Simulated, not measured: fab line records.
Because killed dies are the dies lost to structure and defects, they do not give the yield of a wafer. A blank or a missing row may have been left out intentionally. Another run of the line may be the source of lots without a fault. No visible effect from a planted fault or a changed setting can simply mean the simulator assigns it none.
A lot that was struck, set against a sound lot    flow rit cmos    18 steps out of a route of 202
Sound: wafers L152.2, L152.3, L152.4. Struck: wafers L163.1, L163.3 (left out: L163.4, a lot-mate that was not struck); the cause follows at the end.
For every step that has rows: the tool of each side, followed by ch and its chambers, followed by its first start. Under that, the readings that differ: sound wafers    struck wafers    difference of the means    sigmas: that difference in standard deviations of wafers without a fault.
alike: readings with means less than 2 such deviations apart, plus words and numbers identical on both sides. not compared: withheld readings, readings lacking a value on some wafer, bounds such as >300 that could conceal the same value, and numbers that have no deviation in the record and whose values overlap.
Wherever a step has rows on one side only, a row that says differs or no value, or a row with sigmas, the two part there. Numbers that don't overlap but have no deviation are shown without sigmas and don't part them. A reading missing from all wafers of one side parts the sides only when that side holds two or more wafers.

RIT_M1_SPUTTER_00: material Al, target thk 400 nm, time 500 s.
  sound: pvd sputter-02 at day 3 12:14; struck: pvd sputter-02 at day 5 18:07
  alike: throttle valve pct
RIT_M1_RS_MEAS_01: a four-point-probe measurement.
  sound: film metro-01 at day 3 12:32; struck: film metro-02 at day 5 18:24
  alike: M1_AL_RS
RIT_M1_THK_MEAS_02: measures by xrf.
  sound: film metro-01 at day 3 12:39; struck: film metro-02 at day 5 18:31
  alike: M1_AL_THK
then, 6 steps without rows for these wafers: RIT_M1_HMDS_03 (prime time 60 s); RIT_M1_COAT_04 (resist thk 1300 nm); RIT_M1_SOFTBAKE_05 (time 60 s); RIT_M1_EXPOSE_06 (exposes mask M12, target cd 2600 nm); RIT_M1_PEB_07; RIT_M1_DEVELOP_08 (develop time 69.67 s).
RIT_M1_CD_MEAS_09 targets a cd of 2600 nm.
  sound: cd sem-01 at day 3 13:36; struck: cd sem-01 at day 5 19:28
  alike: cd nm
RIT_M1_OVL_MEAS_10:
  sound: overlay-02 at day 3 13:43; struck: overlay-01 at day 5 19:35
  alike: M1_OVL
then, 1 step without rows for these wafers: RIT_M1_HARDBAKE_11 (time 120 s).
RIT_M1_METAL_ETCH_12: etches Al in Cl2/BCl3, stops on SiO2, time 165 s, target depth 600 nm.
  sound on rie metal-03 ch 0,1, day 3 13:59; struck on rie metal-04 ch 1, day 5 19:52
reading                                   sound              struck         difference  sigmas
oes product au (a.u.)                     0.782 0.776 0.778  0.664 0.665    -0.114      -12
over etch frac                            0.5 0.5 0.5        1.0003 1.0003  +0.5003     
model.NOVOLAK_of_M1_COAT_04.thk nm (nm)   821.9 820.6 793.8  676.9 677.9    -134.7      
model.SiO2_of_CONTACT_CVD_00.thk nm (nm)  356.5 362.2 356.7  338.1 350.5    -14.2       
model.M1.feature depth nm (nm)            439.5 434.2 435.6  443 446.1      +8          
  alike: drypump motor current A, throttle valve pct
  not compared: rf hours counter h
then, 1 step without rows for these wafers: RIT_M1_STRIP_13 (strips in nmp, time 600 s).
RIT_M1_STRIP_14: strips in O2, time 180 s.
  sound on plasma asher-01 ch 0,1, day 3 14:20; struck on plasma asher-02 ch 0,1, day 5 20:13
  alike: drypump motor current A
  not compared: rf hours counter h
RIT_M1_CD_MEAS_90 targets a cd of 2600 nm.
  sound: cd sem-02 at day 3 14:32; struck: cd sem-01 at day 5 20:23
  alike: cd nm
then, 1 step without rows for these wafers: RIT_M1_ANNEAL_15 (time 1800 s).
RIT_M1_PROBE_99:
  sound: prober-02 at day 3 17:28; struck: prober-01 at day 5 22:10
reading                                sound                        struck             difference  sigmas
defect limited yield (%)               98.9 97.7 99.6               96.2 96.2          -2.5        -2
killed at front end                    3 6 1                        10 9               +6          +2
killed dies                            3 6 1                        10 10              +7          +2
killed open                            2 3 0                        7 7                +5          +3
sort_bin_5_function (%)                0 1.9 0.4                    3.4 2.7            +2.3        +3
sort n pass                            261.0 258.0 263.0            254.0 254.0        -6.7        -2
sort yield pct (%)                     98.9 97.7 99.6               96.2 96.2          -2.5        -2
model.etest.antenna m1.vt shift v (V)  -0.01428 -0.009042 -0.01102  -0.02845 -0.02878  -0.01717    
  alike: killed_at_M0_to_M3, killed at contacts, killed short, sort_bin_3_pad_short, sort_bin_6_memory

## WHERE THEY PART
At RIT_M1_METAL_ETCH_12 first; at RIT_M1_PROBE_99 last (within this record only).

WHY: whatever the simulator had introduced
rie metal-04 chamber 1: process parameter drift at RIT_M1_METAL_ETCH_12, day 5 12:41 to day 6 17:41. A move of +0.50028 in setting over etch frac, from 0.5.
